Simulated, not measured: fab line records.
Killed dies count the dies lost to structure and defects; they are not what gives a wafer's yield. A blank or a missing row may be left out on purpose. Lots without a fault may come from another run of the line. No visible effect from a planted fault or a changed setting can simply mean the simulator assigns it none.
Which tool did it? ; flow berkeleyCmos170 ; Sampling: 7 lots, 21 wafers, 2 of 331 route steps

WHAT THE GAUGES SHOWED, per wafer
UCB170_NLDD_CD_MEAS_06: target cd 1200 nm.
lot;measured;on;cdNm (nm)
L801;day 7 08:36;cdSem-01;1198.4 1199.6 1198.5
L806;day 8 07:54;cdSem-02;1200.4 1199.0 1200.2
L809;day 8 20:40;cdSem-02;1199.6 1199.7 1200.1
L811;day 9 18:54;cdSem-01;1201.3 1202.3 1201.3
L810;day 9 19:28;cdSem-02;1197.1 1197.2 1197.2
L819;day 10 18:36;cdSem-02;1199.2 1199.7 1199.7
L820;day 11 06:01;cdSem-02;1190.5 1189.8 1189.4

WHICH TOOL RAN EACH LOT (tool, then ch and the chambers of the sampled wafers, then the start)
lot;UCB170_NLDD_PEB_04
L801;lithoTrack-01 ch 0, day 7 08:00
L806;lithoTrack-01 ch 0, day 8 07:38
L809;lithoTrack-04 ch 0, day 8 20:00
L811;lithoTrack-01 ch 0, day 9 18:37
L810;lithoTrack-02 ch 0, day 9 19:12
L819;lithoTrack-02 ch 0, day 10 18:20
L820;lithoTrack-01 ch 0, day 11 05:44
- UCB170_NLDD_PEB_04

THE ANSWER, worked out from the rows above alone
Rule: usual is defined by the lots themselves. Put in order of their means at a reading, lots are off if they are a third of the lots or fewer, leave a main group of 4 or more, and stand apart from it by a gap of 3 or more times the standard deviation of the main group's means; of several such gaps the widest counts. Not used: any main group whose means are identical at the precision the tables above print for the reading. Also off: a lot with no number at a reading for which 4 or more lots have one. All remaining lots with rows at the step are treated as sound.
Off, at UCB170_NLDD_CD_MEAS_06 on cdNm: L820. Main group: mean 1199.5 nm, sd 1.3.
A tool fits if, at a process step before that reading, it ran every lot that is off, and no sound lot after the first of them. Gauges at UCB170_NLDD_CD_MEAS_06: tried the same way as those tools. Can't be told from this: 2 tools fit, lithoTrack-01 at UCB170_NLDD_PEB_04, cdSem-02 at UCB170_NLDD_CD_MEAS_06.

WHAT THE SIMULATOR PUT IN
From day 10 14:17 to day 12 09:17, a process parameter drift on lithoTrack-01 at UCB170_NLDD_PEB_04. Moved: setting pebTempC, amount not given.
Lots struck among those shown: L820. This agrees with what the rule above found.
